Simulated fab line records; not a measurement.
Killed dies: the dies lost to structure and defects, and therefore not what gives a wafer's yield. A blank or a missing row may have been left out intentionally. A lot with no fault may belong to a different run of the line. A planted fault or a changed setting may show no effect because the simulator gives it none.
Which of the tools did it? + flow rit_cmos + 14 lots, 42 wafers sampled, at 2 steps of a route of 202

## WHAT THE GAUGES SHOWED, per wafer
No reading from a measuring or inspecting step in the record can be judged against a usual standard deviation.

## WHICH TOOL RAN EACH LOT (tool, then ch and the chambers of the sampled wafers, then the start)
| lot  | RIT_PWELL_STRIP_09                  | RIT_M1_PROBE_99        |
|------|-------------------------------------|------------------------|
| L117 | plasma_asher-01 ch 0,1, day 2 04:47 | -                      |
| L118 | plasma_asher-03 ch 0,1, day 2 13:32 | -                      |
| L120 | plasma_asher-03 ch 0,1, day 2 20:28 | -                      |
| L121 | plasma_asher-01 ch 0,1, day 3 01:40 | -                      |
| L122 | plasma_asher-03 ch 0,1, day 3 11:11 | -                      |
| L123 | plasma_asher-01 ch 0, day 3 13:52   | -                      |
| L124 | plasma_asher-03 ch 0,1, day 3 16:08 | -                      |
| L126 | plasma_asher-03 ch 0,1, day 4 04:02 | -                      |
| L127 | plasma_asher-03 ch 0,1, day 4 07:42 | prober-02, day 5 21:53 |
| L128 | plasma_asher-01 ch 0,1, day 4 12:08 | -                      |
| L129 | plasma_asher-01 ch 0,1, day 4 20:37 | -                      |
| L137 | plasma_asher-03 ch 0,1, day 6 08:41 | -                      |
| L138 | plasma_asher-03 ch 0,1, day 6 15:52 | -                      |
| L139 | plasma_asher-01 ch 0,1, day 6 19:21 | -                      |
- RIT_PWELL_STRIP_09: strips in O2, time 180 s.
- RIT_M1_PROBE_99

## WHAT THE TOOLS THEMSELVES READ (means of the sampled wafers that have a number; where no wafer has one, the mark that the record gives instead)
RIT_PWELL_STRIP_09. Usual: chamber_pressure_mTorr 4000 mTorr, standard deviation 3.6; drypump_motor_current_A 5.8 A, standard deviation 0.34; o2_flow_sccm 4002 sccm, standard deviation 11.
| lot  | tool            | chamber_pressure_mTorr (mTorr) | drypump_motor_current_A (A) | o2_flow_sccm (sccm) | flag |
|------|-----------------|--------------------------------|-----------------------------|---------------------|------|
| L117 | plasma_asher-01 | 4000                           | 5.7                         | 3982                |      |
| L118 | plasma_asher-03 | 3999                           | 6.0                         | 4006                |      |
| L120 | plasma_asher-03 | 4001                           | 6.0                         | 4005                |      |
| L121 | plasma_asher-01 | 4000                           | 5.7                         | 4004                |      |
| L122 | plasma_asher-03 | 3999                           | 6.0                         | 3997                |      |
| L123 | plasma_asher-01 | 4000                           | 5.2                         | 4000                |      |
| L124 | plasma_asher-03 | 4001                           | 6.0                         | 4003                |      |
| L126 | plasma_asher-03 | 3999                           | 6.0                         | 4002                |      |
| L127 | plasma_asher-03 | 4001                           | 6.0                         | 3995                |      |
| L128 | plasma_asher-01 | 4001                           | 5.5                         | 4004                |      |
| L129 | plasma_asher-01 | 3996                           | 5.5                         | 4006                |      |
| L137 | plasma_asher-03 | 4002                           | 6.0                         | 4528                | OFF  |
| L138 | plasma_asher-03 | 4000                           | 6.0                         | 4269                | OFF  |
| L139 | plasma_asher-01 | 4001                           | 5.7                         | 4000                |      |

RIT_M1_PROBE_99. Usual: killed_at_contacts 0.0, standard deviation 0.22; killed_at_front_end 7, standard deviation 3.2; killed_dies 8, standard deviation 3.2; killed_open 3.7, standard deviation 2.1; killed_short 3.8, standard deviation 2.2.
| lot  | tool      | killed_at_contacts | killed_at_front_end | killed_dies | killed_open | killed_short | flag |
|------|-----------|--------------------|---------------------|-------------|-------------|--------------|------|
| L127 | prober-02 | 0.0                | 9                   | 9           | 5.3         | 3.7          |      |

## THE ANSWER, worked out from the rows above alone
Rule: a lot is off if the mean of its wafers that have a number lies more than 3 standard deviations from the usual mean. Also off: a lot with no number at a reading for which 4 or more lots have one. Where the step has rows for the other lots, those lots are counted as sound. First the gauges in route order, then the tools' own readings, where a lot's mean is used as printed above. At the first step where some lot is off, the reading lying furthest off is the one used; lots without a number count as furthest.
Off, at RIT_PWELL_STRIP_09 on o2_flow_sccm: L137, L138.
A tool fits if, at that step or a process step before it, it ran every lot that is off, and no sound lot after the first of them. One candidate fits, namely plasma_asher-03 at RIT_PWELL_STRIP_09. Its last sound lot is L127 (day 4 07:42), its first lot that is off L137 (day 6 08:41): a fault that began between those two fits.
The tool's own readings at RIT_PWELL_STRIP_09 bear it out: on the lots that are off they differ by more than 5 times the standard deviation of the sound lots' means. o2_flow_sccm reads 4398 sccm there against 4000 sccm on the sound lots.

## WHAT THE SIMULATOR PUT IN
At RIT_PWELL_STRIP_09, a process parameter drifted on plasma_asher-03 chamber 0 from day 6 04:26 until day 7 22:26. A move of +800 in setting o2_flow_sccm, from 4000. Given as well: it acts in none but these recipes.
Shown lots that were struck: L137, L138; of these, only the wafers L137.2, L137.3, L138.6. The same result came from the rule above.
